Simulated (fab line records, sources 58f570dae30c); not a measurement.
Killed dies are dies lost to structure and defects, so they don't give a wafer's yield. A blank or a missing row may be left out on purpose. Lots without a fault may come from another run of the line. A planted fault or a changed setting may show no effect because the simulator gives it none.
One fault seen from 2 desks | flow berkeley_cmos170 | each desk has only its own numbers; what lay behind them comes last

THE METROLOGY DESK
What the gauges read, lot by lot, whatever tool the lot ran on: means of the sampled wafers that have a number. A lot is out of limits, marked OUT, if its mean lies more than 4 standard deviations from the usual mean; the brackets give that distance.
Columns: A = V2_BOW at UCB170_V2_BOW_MEAS_03, usual 37 um
lot  | first seen here | A
L700 | day 7 11:02     | 42
L701 | day 8 06:03     | 42
L702 | day 8 11:52     | 35
L704 | day 8 14:46     | 32
L706 | day 9 09:01     | 25
L705 | day 9 09:32     | 37
L707 | day 9 17:43     | 50
L708 | day 9 18:06     | 34
L710 | day 10 03:45    | 33
L717 | day 11 12:35    | 31
L718 | day 11 13:23    | 40
L715 | day 11 14:29    | 39
L719 | day 11 21:28    | 39
L721 | day 12 04:08    | 37
L723 | day 12 12:20    | 36
This desk's finding: nothing out of limits on any of the 15 lots.

THE TOOL OWNER'S DESK: litho_track-04
The tool's own readings at UCB170_V2_SOFTBAKE_08 (time 60 s): means of the sampled wafers that have a number, for each lot that ran on this tool. A lot is out of limits, marked OUT, if its mean lies more than 4 standard deviations from the usual mean; the brackets give that distance.
Columns: A = exhaust_pa at UCB170_V2_SOFTBAKE_08, usual 45.0 Pa; B = plate_temp_C at UCB170_V2_SOFTBAKE_08, usual 130.00 C; C = run_length_s at UCB170_V2_SOFTBAKE_08, usual 89.12 s
lot  | first seen here | A    | B      | C
L700 | day 7 11:50     | 45.6 | 130.06 | 89.03
L701 | day 8 07:07     | 43.9 | 130.01 | 88.98
L707 | day 9 18:28     | 45.7 | 130.04 | 89.01
L717 | day 11 13:46    | 44.2 | 130.05 | 97.78 (+62) OUT
L718 | day 11 14:26    | 45.5 | 129.97 | 97.73 (+62) OUT
L715 | day 11 15:47    | 46.1 | 130.02 | 97.77 (+62) OUT
This desk's finding: out of limits on L715, L717, L718; first on L717, day 11 13:46 (run_length_s at UCB170_V2_SOFTBAKE_08). In limits: L700, L701, L707.

PUT TOGETHER
The tool owner's desk could have raised an alarm at day 11 13:46, on L715, L717, L718.
The metrology desk saw nothing out of limits.
The metrology desk has L715, L717, L718 on record, within its limits.
Of the lots named, all ran UCB170_V2_SOFTBAKE_08 on litho_track-04.

WHAT THE SIMULATOR HAD PUT IN
Process parameter drift: litho_track-04, from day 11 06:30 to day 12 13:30, at UCB170_V2_SOFTBAKE_08. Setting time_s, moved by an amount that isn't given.
Lots struck among those shown: L715, L717, L718.
Hours from the fault's start to each desk's first reading out of limits: the tool owner's desk, 7.
